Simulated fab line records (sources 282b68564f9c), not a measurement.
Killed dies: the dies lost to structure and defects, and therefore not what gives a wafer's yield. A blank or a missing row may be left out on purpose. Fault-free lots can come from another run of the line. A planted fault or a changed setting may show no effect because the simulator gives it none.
Split-lot study + flow rit cmos + 23 wafers read across 5 lots, on a route 202 steps long

## ON THE SPLIT
At RIT_SDANNEAL_RTA_03 (time 5 s), the setting time s was moved away from the recipe's 5 s on 7 of the 23 wafers read, by -12.1% to +9.3%. For the rest of the wafers, this setting stayed at what the recipe calls for.

Split to reading: the file shows no intervening step.

## THE READING
PSD_RS (ohm/sq), read at RIT_SDANNEAL_RS_MEAS_04 with a four-point probe. On this fab line, fault-free wafers typically give 115.95 ohm/sq with a standard deviation of 0.28 ohm/sq.

| wafer  | tool, chamber at the split | time s as run, s | against the recipe | PSD_RS, ohm/sq | against lot-mates on the recipe |
|--------|----------------------------|------------------|--------------------|----------------|---------------------------------|
| L076.1 | rtp anneal-01, 0           | 4.761            | -4.8%              | 116.24         | +0.52                           |
| L076.2 | rtp anneal-01, 0           | 5                | recipe             | 115.87         | -                               |
| L076.3 | rtp anneal-01, 0           | 5                | recipe             | 115.39         | -                               |
| L076.5 | rtp anneal-01, 0           | 4.761            | -4.8%              | 116.63         | +0.91                           |
| L076.6 | rtp anneal-01, 0           | 5                | recipe             | 115.90         | -                               |
| L079.1 | rtp anneal-01, 0           | 5                | recipe             | 116.56         | -                               |
| L079.2 | rtp anneal-01, 0           | 5                | recipe             | 115.91         | -                               |
| L079.3 | rtp anneal-01, 0           | 5                | recipe             | 116.52         | -                               |
| L079.4 | rtp anneal-01, 0           | 5                | recipe             | 116.02         | -                               |
| L079.6 | rtp anneal-01, 0           | 5                | recipe             | 115.88         | -                               |
| L082.1 | rtp anneal-01, 0           | 5.465            | +9.3%              | 114.10         | -1.62                           |
| L082.2 | rtp anneal-01, 0           | 5                | recipe             | 115.53         | -                               |
| L082.3 | rtp anneal-01, 0           | 5                | recipe             | 115.86         | -                               |
| L082.4 | rtp anneal-01, 0           | 5                | recipe             | 115.78         | -                               |
| L082.6 | rtp anneal-01, 0           | 5.465            | +9.3%              | 114.99         | -0.73                           |
| L084.1 | rtp anneal-01, 0           | 4.394            | -12.1%             | 118.32         | +2.40                           |
| L084.3 | rtp anneal-01, 0           | 5                | recipe             | 115.61         | -                               |
| L084.4 | rtp anneal-01, 0           | 4.394            | -12.1%             | 117.28         | +1.36                           |
| L084.5 | rtp anneal-01, 0           | 5                | recipe             | 116.23         | -                               |
| L084.6 | rtp anneal-01, 0           | 4.394            | -12.1%             | 118.36         | +2.44                           |
| L085.1 | rtp anneal-01, 0           | 5                | recipe             | 116.81         | -                               |
| L085.5 | rtp anneal-01, 0           | 5                | recipe             | 116.27         | -                               |
| L085.6 | rtp anneal-01, 0           | 5                | recipe             | 116.15         | -                               |

THE FIT
A straight line over all 23 wafers: PSD_RS changes by -0.157 ohm/sq for each +1% of time s; r = -0.90; the points scatter about the line by 0.42 ohm/sq.
The same after taking each lot's own level away (the mean of its wafers on the recipe; 23 wafers): -0.156 ohm/sq for each +1%; r = -0.93; scatter 0.35 ohm/sq.
The reading moves by 1.9 ohm/sq for the largest change in time s, on that fit.
The lots' own levels span 115.720 to 116.410 ohm/sq, that is 2.5 times the standard deviation above.
So the lot-to-lot level changes the slope little: the two slopes agree.
Check: +1.79 ohm/sq against its lot-mates is what the line predicts for one of the wafers moved furthest among these (-12.1%) when that wafer is left out of the fit. Against them it came out at +2.4 ohm/sq.

## OTHER SPLITS ON THESE WAFERS
Note: prior to the reading, these wafers also went through further splits. Each is held against what the fit with the lots' levels taken away leaves over:
| other split on the same wafers | wafers away from the commonest value | r with PSD_RS (lot level and that fit taken away) |
|--------------------------------|--------------------------------------|---------------------------------------------------|
| RIT_PSD_SOFTBAKE_02 temp c     | 8                                    | +0.10                                             |

## FILE'S OWN FIT
PSD_RS changes by -0.154 ohm/sq for each +1% of time s, r = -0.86.
